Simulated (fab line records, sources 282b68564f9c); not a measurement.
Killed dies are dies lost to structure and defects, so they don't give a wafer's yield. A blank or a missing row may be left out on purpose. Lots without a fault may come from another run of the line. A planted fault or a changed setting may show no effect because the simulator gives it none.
A struck lot beside a sound one | flow rit_cmos | 27 steps out of a route of 202
Sound: wafers L272.1, L272.3, L272.5. Struck: wafer L263.5. (L263.2, L263.4 of the same lot were not struck and are left out.) The cause comes at the end.
At each step with rows: each side's tool, then ch and its chambers, then its first start. Under that, the readings that differ: sound wafers | struck wafers | difference of the means | sigmas: that difference in standard deviations of wafers without a fault.
alike: readings whose means differ by less than 2 such deviations, and words and numbers that are the same on both sides. not compared: withheld readings, readings that some wafer has no value for, bounds like >300 that may hide the same value, and numbers for which the record gives no deviation and whose values overlap.
The two part at a step that has a row with sigmas, a row that says differs or no value, or rows on one side only. Numbers that don't overlap but have no deviation are shown without sigmas and don't part them. A reading that every wafer of one side lacks parts them only if that side has two wafers or more.

first, 4 steps without rows for these wafers: RIT_CONTACT_SOFTBAKE_04 (time 60 s); RIT_CONTACT_EXPOSE_05 (exposes mask M11, target cd 1000 nm); RIT_CONTACT_PEB_06; RIT_CONTACT_DEVELOP_07 (develop time 120 s).
RIT_CONTACT_CD_MEAS_08: target cd 1000 nm.
  sound on cd_sem-02, day 6 22:47; struck on cd_sem-02, day 5 08:00
  alike: cd_nm
RIT_CONTACT_OVL_MEAS_09:
  sound on overlay-02, day 6 22:54; struck on overlay-02, day 5 08:06
  alike: CONTACT_OVL
then, 1 step without rows for these wafers: RIT_CONTACT_HARDBAKE_10 (time 60 s).
RIT_CONTACT_ETCH_11: etches SiO2 in CHF3/CF4/Ar, stops on TiSi2, target depth 480 nm, time 320 s.
  sound on rie_diel-01 ch 1,2, day 6 23:05; struck on rie_diel-04 ch 3, day 5 08:26
  reading                | sound          | struck | difference | sigmas
  throttle_valve_pct (%) | 8.67 8.93 8.66 | 9.00   | +0.25      | +2
  alike: drypump_motor_current_A, oes_product_au
  not compared: rf_hours_counter_h
RIT_CONTACT_STRIP_12: strips in O2, time 180 s.
  sound on plasma_asher-01 ch 0, day 6 23:17; struck on plasma_asher-01 ch 1, day 5 08:38
  reading             | sound       | struck | difference | sigmas
  rf_refl_power_W (W) | 8.3 8.1 8.3 | 4.1    | -4.1       | -3
  alike: drypump_motor_current_A
  not compared: rf_hours_counter_h
RIT_CONTACT_CD_MEAS_90: target cd 1000 nm.
  sound on cd_sem-01, day 6 23:27; struck on cd_sem-02, day 5 08:50
  alike: cd_nm
then, 2 steps without rows for these wafers: RIT_CONTACT_CLEAN_13 (cleans in SC1, time 600 s); RIT_CONTACT_CLEAN_14 (cleans in SC2, time 600 s).
RIT_M1_SPUTTER_00: material Al, target thk 400 nm, time 500 s.
  sound on pvd_sputter-04, day 7 00:06; struck on pvd_sputter-03, day 5 09:17
  reading                               | sound           | struck | difference | sigmas
  model.Al_of_M1_SPUTTER_00.thk_nm (nm) | 406.4 401.5 402 | 190.1  | -213.2     |
  alike: throttle_valve_pct
RIT_M1_RS_MEAS_01: measures by four-point-probe.
  sound on film_metro-02, day 7 00:23; struck on film_metro-04, day 5 09:36
  reading           | sound                | struck | difference | sigmas
  M1_AL_RS (ohm/sq) | 0.0721 0.0732 0.0729 | 0.1596 | +0.0869    | +99 or more
RIT_M1_THK_MEAS_02: measures by xrf.
  sound on film_metro-02, day 7 00:31; struck on film_metro-04, day 5 09:43
  reading        | sound       | struck | difference | sigmas
  M1_AL_THK (nm) | 404 397 399 | 188    | -212       | -56
then, 6 steps without rows for these wafers: RIT_M1_HMDS_03 (prime time 60 s); RIT_M1_COAT_04 (resist thk 1300 nm); RIT_M1_SOFTBAKE_05 (time 60 s); RIT_M1_EXPOSE_06 (exposes mask M12, target cd 2600 nm); RIT_M1_PEB_07; RIT_M1_DEVELOP_08 (develop time 68 s).
RIT_M1_CD_MEAS_09: target cd 2600 nm.
  sound on cd_sem-02, day 7 01:35; struck on cd_sem-02, day 5 10:47
  alike: cd_nm
RIT_M1_OVL_MEAS_10:
  sound on overlay-01, day 7 01:42; struck on overlay-01, day 5 10:53
  alike: M1_OVL
then, 1 step without rows for these wafers: RIT_M1_HARDBAKE_11 (time 120 s).
RIT_M1_METAL_ETCH_12: etches Al in Cl2/BCl3, stops on SiO2, time 165 s, target depth 600 nm.
  sound on rie_metal-01 ch 0,1, day 7 01:59; struck on rie_metal-01 ch 1, day 5 11:10
  reading               | sound             | struck | difference | sigmas
  oes_product_au (a.u.) | 0.780 0.770 0.765 | 0.543  | -0.229     | -18
  alike: drypump_motor_current_A, throttle_valve_pct
  not compared: rf_hours_counter_h
then, 1 step without rows for these wafers: RIT_M1_STRIP_13 (strips in nmp, time 600 s).
RIT_M1_PROBE_99:
  sound on prober-02, day 7 04:14; struck on prober-01, day 5 13:58
  reading                               | sound                      | struck   | difference | sigmas
  killed_at_contacts                    | 0 1 1                      | 0        | -1         | -2
  model.etest.m1.rs_ohm_sq              | 0.0718 0.07244 0.07202     | 0.1525   | +0.0804    |
  model.etest.antenna_m1.vt_shift_v (V) | -0.00594 -0.01495 -0.01158 | -0.01875 | -0.00793   |
  alike: defect_limited_yield, killed_at_front_end, killed_dies, killed_open, killed_short, sort_bin_3_pad_short, sort_bin_5_function, sort_bin_6_memory, sort_n_pass, sort_yield_pct

WHERE THEY PART
First at RIT_CONTACT_ETCH_11; last, within this record, at RIT_M1_PROBE_99.

WHY: what the simulator had put in
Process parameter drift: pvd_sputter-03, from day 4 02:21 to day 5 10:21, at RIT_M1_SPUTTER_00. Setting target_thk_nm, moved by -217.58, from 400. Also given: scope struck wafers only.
